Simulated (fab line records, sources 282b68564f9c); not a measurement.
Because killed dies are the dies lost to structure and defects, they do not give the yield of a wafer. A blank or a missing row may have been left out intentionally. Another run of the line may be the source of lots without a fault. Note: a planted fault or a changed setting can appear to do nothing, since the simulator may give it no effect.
Which tool did it? / flow rit_cmos / Sampling: 14 lots, 42 wafers, 3 of 202 route steps

== WHAT THE GAUGES SHOWED, per wafer ==
RIT_GATE_CD_MEAS_16 targets a cd of 150 nm.
lot=L693; measured=day 2 15:55; on=cd_sem-02; cd_nm (nm)=150.0 153.5 151.8
lot=L695; measured=day 3 05:36; on=cd_sem-02; cd_nm (nm)=148.0 147.8 148.5
lot=L697; measured=day 3 10:15; on=cd_sem-01; cd_nm (nm)=150.2 150.7 149.8
lot=L698; measured=day 3 20:24; on=cd_sem-02; cd_nm (nm)=150.6 150.4 152.2
lot=L699; measured=day 3 20:43; on=cd_sem-02; cd_nm (nm)=155.7 157.4 155.0
lot=L700; measured=day 4 01:32; on=cd_sem-02; cd_nm (nm)=152.2 151.9 153.1
lot=L701; measured=day 4 08:20; on=cd_sem-01; cd_nm (nm)=155.3 155.7 153.0
lot=L703; measured=day 4 21:34; on=cd_sem-02; cd_nm (nm)=148.5 148.2 144.9
lot=L705; measured=day 5 04:39; on=cd_sem-01; cd_nm (nm)=147.3 147.9 147.4
lot=L706; measured=day 5 11:53; on=cd_sem-02; cd_nm (nm)=152.1 152.1 151.3
lot=L707; measured=day 5 14:30; on=cd_sem-01; cd_nm (nm)=149.0 147.9 148.6
lot=L708; measured=day 5 16:56; on=cd_sem-02; cd_nm (nm)=151.6 151.1 151.7
lot=L713; measured=day 6 21:37; on=cd_sem-01; cd_nm (nm)=152.6 151.2 151.7
lot=L715; measured=day 7 03:36; on=cd_sem-01; cd_nm (nm)=148.2 148.5 147.5

RIT_NLDD_OVL_MEAS_06.
lot=L693; measured=day 2 20:53; on=overlay-01; NLDD_OVL (nm)=1.3 2.2 0.4
lot=L695; measured=day 3 10:29; on=overlay-02; NLDD_OVL (nm)=-2.4 -0.6 -0.9
lot=L697; measured=day 3 16:07; on=overlay-01; NLDD_OVL (nm)=2.1 1.4 0.9
lot=L698; measured=day 4 01:04; on=overlay-01; NLDD_OVL (nm)=-0.8 -1.8 -0.1
lot=L699; measured=day 4 01:31; on=overlay-01; NLDD_OVL (nm)=-0.3 -2.5 -1.4
lot=L700; measured=day 4 06:16; on=overlay-01; NLDD_OVL (nm)=2.9 0.4 0.2
lot=L701; measured=day 4 16:06; on=overlay-02; NLDD_OVL (nm)=-0.2 -0.9 -1.9
lot=L703; measured=day 5 02:14; on=overlay-02; NLDD_OVL (nm)=-1.0 -2.1 -0.7
lot=L705; measured=day 5 11:26; on=overlay-02; NLDD_OVL (nm)=-1.7 -1.4 -1.6
lot=L706; measured=day 5 16:58; on=overlay-01; NLDD_OVL (nm)=-0.5 -0.1 -1.4
lot=L707; measured=day 5 20:50; on=overlay-01; NLDD_OVL (nm)=-0.7 0.7 1.2
lot=L708; measured=day 5 22:11; on=overlay-02; NLDD_OVL (nm)=-1.3 -1.1 -1.9
lot=L713; measured=day 7 02:11; on=overlay-01; NLDD_OVL (nm)=-0.7 -0.5 -0.8
lot=L715; measured=day 7 09:26; on=overlay-01; NLDD_OVL (nm)=-0.3 1.3 -0.2

== WHAT TOOL EACH LOT RAN ON (gives the tool, then ch and the chambers of the sampled wafers, and finally the start) ==
lot=L693; RIT_PWELL_STRIP_09=plasma_asher-01 ch 0,1, day 2 00:52
lot=L695; RIT_PWELL_STRIP_09=plasma_asher-01 ch 0,1, day 2 12:31
lot=L697; RIT_PWELL_STRIP_09=plasma_asher-04 ch 0,1, day 2 20:15
lot=L698; RIT_PWELL_STRIP_09=plasma_asher-01 ch 0,1, day 3 02:25
lot=L699; RIT_PWELL_STRIP_09=plasma_asher-04 ch 0,1, day 3 06:50
lot=L700; RIT_PWELL_STRIP_09=plasma_asher-03 ch 0,1, day 3 10:32
lot=L701; RIT_PWELL_STRIP_09=plasma_asher-03 ch 0,1, day 3 17:33
lot=L703; RIT_PWELL_STRIP_09=plasma_asher-03 ch 0,1, day 4 07:19
lot=L705; RIT_PWELL_STRIP_09=plasma_asher-03 ch 0,1, day 4 12:22
lot=L706; RIT_PWELL_STRIP_09=plasma_asher-01 ch 0,1, day 4 20:41
lot=L707; RIT_PWELL_STRIP_09=plasma_asher-01 ch 1, day 4 23:26
lot=L708; RIT_PWELL_STRIP_09=plasma_asher-04 ch 0,1, day 5 02:56
lot=L713; RIT_PWELL_STRIP_09=plasma_asher-04 ch 0,1, day 6 04:43
lot=L715; RIT_PWELL_STRIP_09=plasma_asher-04 ch 0,1, day 6 12:50
- RIT_PWELL_STRIP_09: strips in O2, time 180 s.

== AS READ BY THE TOOLS THEMSELVES (means over the sampled wafers that have a number; for cases with no such wafer, the mark the record gives instead) ==
RIT_PWELL_STRIP_09.
lot=L693; tool=plasma_asher-01; drypump_motor_current_A (A)=5.1; o2_flow_sccm (sccm)=3991
lot=L695; tool=plasma_asher-01; drypump_motor_current_A (A)=5.1; o2_flow_sccm (sccm)=4015
lot=L697; tool=plasma_asher-04; drypump_motor_current_A (A)=5.8; o2_flow_sccm (sccm)=4015
lot=L698; tool=plasma_asher-01; drypump_motor_current_A (A)=5.5; o2_flow_sccm (sccm)=3996
lot=L699; tool=plasma_asher-04; drypump_motor_current_A (A)=5.8; o2_flow_sccm (sccm)=4002
lot=L700; tool=plasma_asher-03; drypump_motor_current_A (A)=5.6; o2_flow_sccm (sccm)=4007
lot=L701; tool=plasma_asher-03; drypump_motor_current_A (A)=5.5; o2_flow_sccm (sccm)=3995
lot=L703; tool=plasma_asher-03; drypump_motor_current_A (A)=5.5; o2_flow_sccm (sccm)=3999
lot=L705; tool=plasma_asher-03; drypump_motor_current_A (A)=5.6; o2_flow_sccm (sccm)=3988
lot=L706; tool=plasma_asher-01; drypump_motor_current_A (A)=5.1; o2_flow_sccm (sccm)=3995
lot=L707; tool=plasma_asher-01; drypump_motor_current_A (A)=6.0; o2_flow_sccm (sccm)=3988
lot=L708; tool=plasma_asher-04; drypump_motor_current_A (A)=5.7; o2_flow_sccm (sccm)=4001
lot=L713; tool=plasma_asher-04; drypump_motor_current_A (A)=5.7; o2_flow_sccm (sccm)=3992
lot=L715; tool=plasma_asher-04; drypump_motor_current_A (A)=5.7; o2_flow_sccm (sccm)=3996

== THE ANSWER, worked out from the rows above alone ==
Rule: usual is defined by the lots themselves. The widest of any qualifying gaps counts: lots, ordered by their means at a reading, are off when they make up no more than a third of the lots, leave a main group of 4 or more, and stand apart from it by 3 or more times the standard deviation of that group's means. A main group is skipped when, at the precision printed for the reading in the tables above, its means are all equal. A lot without any number at a reading at which 4 lots or more have one is off too. Where the step has rows for the other lots, those lots are counted as sound. The gauges are gone through in route order, then the tools' own readings, and for those a lot's mean is taken as printed above. At the first step where some lot is off, the reading lying furthest off is the one used; lots without a number count as furthest.
No lot is off on any of the readings shown, so nothing can be concluded from this.

== WHAT THE SIMULATOR HAD INSERTED ==
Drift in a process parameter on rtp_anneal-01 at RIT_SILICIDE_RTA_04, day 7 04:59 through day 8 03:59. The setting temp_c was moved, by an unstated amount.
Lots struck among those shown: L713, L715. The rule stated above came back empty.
